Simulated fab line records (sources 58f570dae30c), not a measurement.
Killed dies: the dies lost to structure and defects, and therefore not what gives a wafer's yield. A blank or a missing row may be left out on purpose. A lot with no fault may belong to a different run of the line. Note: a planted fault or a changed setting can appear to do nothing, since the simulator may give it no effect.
Problem report, 8D (eight disciplines) form, completed by code	flow berkeley_cmos170	the parts of the form that need people (team, actions taken, sign-off) are left out

## 1. THE PROBLEM
Wafers with no fault read 699.5 nm with a standard deviation of 1.3, whereas cd_nm at UCB170_V2_CD_MEAS_90 reads a mean of 693.3 nm on 1 wafer of 1 lot. That puts it -4.8 standard deviations away from the usual mean.
The step: target cd 700 nm.
The first sign was on wafer L521.2 at day 9 16:44, on cd_sem-01. The record has a number at this step for 39 wafers belonging to 13 lots. The rule behind "out" and "out of limits": a value lying over 4 standard deviations away from the usual mean. The rest of the wafers with a number are treated as sound.

## 2. WHAT IT IS AND WHAT IT IS NOT
question	is	is not
which readings at this step	cd_nm	-
which lots	L521	L512, L513, L516, L517, L520, L524, L525, L528, L529, L530, L531, L534
which wafers of those lots	L521.2	L521.1, L521.6
read on which gauges	cd_sem-01	cd_sem-02
when	from day 9 16:44	up to then (17 sound wafers); but 21 sound wafers of L524, L525, L528, L529, L530, L531, L534 came after

## 3. SUSPECTS, AND WHAT RULES EACH OUT
Counting: any tool at a process step up to the reading remains a suspect provided it ran every lot that is out. Sound lots after the first of them don't rule it out here, since some wafers of a struck lot are sound.
- the gauge at UCB170_V2_CD_MEAS_90: ruled out. All the wafers that are out were read on cd_sem-01, but those of them that UCB170_V2_ETCH_14 has rows for are out there too, on other tools.
- rie_diel-03 at UCB170_V2_ETCH_14 (etches SiO2 in CHF3/CF4/Ar, stops on Al, target depth 1250 nm, time 291 s): kept. It ran the lot that is out, L521 (day 9 16:28); its last sound lot up to then is L512 (day 8 11:17). Its own readings are out on those wafers: rf_fwd_power_W.
- plasma_asher-03 at UCB170_V2_STRIP_15 (strips in O2): kept. It ran the lot that is out, L521 (day 9 16:38). Its own readings are out on those wafers: strip_time_to_endpoint_s.
- The sound lot-mates ran in chamber 2 of rie_diel-03 at UCB170_V2_ETCH_14, but the wafers that are out ran in chamber 0.
- The sound lot-mates ran in chamber 0 of plasma_asher-03 at UCB170_V2_STRIP_15, but the wafers that are out ran in chamber 1.
Remaining after the count are rie_diel-03 at UCB170_V2_ETCH_14 and plasma_asher-03 at UCB170_V2_STRIP_15.

## 4. THE CAUSE (what the simulator had put in)
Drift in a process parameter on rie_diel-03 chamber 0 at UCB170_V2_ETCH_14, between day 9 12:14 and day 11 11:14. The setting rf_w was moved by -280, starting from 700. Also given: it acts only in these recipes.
After counting, 2 suspects remain, this tool included.

## 5. THE CHAIN OF EFFECTS, in route order
Rows list readings where the struck wafers' mean (over those with a number) sits beyond 3 standard deviations from the usual. Scope: only readings with a usual standard deviation given in the record; hours: median across lots of the time from each lot's start at the first step in this table that gives one to its start at this step; sigmas: change in usual standard deviations.
hours	step	reading	usual	on struck wafers	change	sigmas
0	UCB170_V2_ETCH_14	rf_fwd_power_W	698.0 W	418.3	-279.7	-99 or more
0	UCB170_V2_STRIP_15	strip_time_to_endpoint_s	15.35 s	16.68	+1.33	+14
0	UCB170_V2_CD_MEAS_90	cd_nm	699.5 nm	693.3	-6.2	-4.8
Its process steps:
- UCB170_V2_ETCH_14: etches SiO2 in CHF3/CF4/Ar, stops on Al, target depth 1250 nm, time 291 s.
- UCB170_V2_STRIP_15: strips in O2.

## 6. HOW IT WOULD HAVE BEEN CAUGHT EARLIER
The first out-of-limits reading at a measuring or inspecting step in this record came at day 9 16:44, 5 hours after the fault's start at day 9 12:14.
Tool's own readings at UCB170_V2_ETCH_14, rf_fwd_power_W: out on all struck wafers the step has rows for; an alarm limit on them would have tripped on the first.
By day 9 16:44, every lot that is out (1) had started UCB170_V2_ETCH_14 on rie_diel-03. Had the tool been put on hold then, not one of them would have been saved.
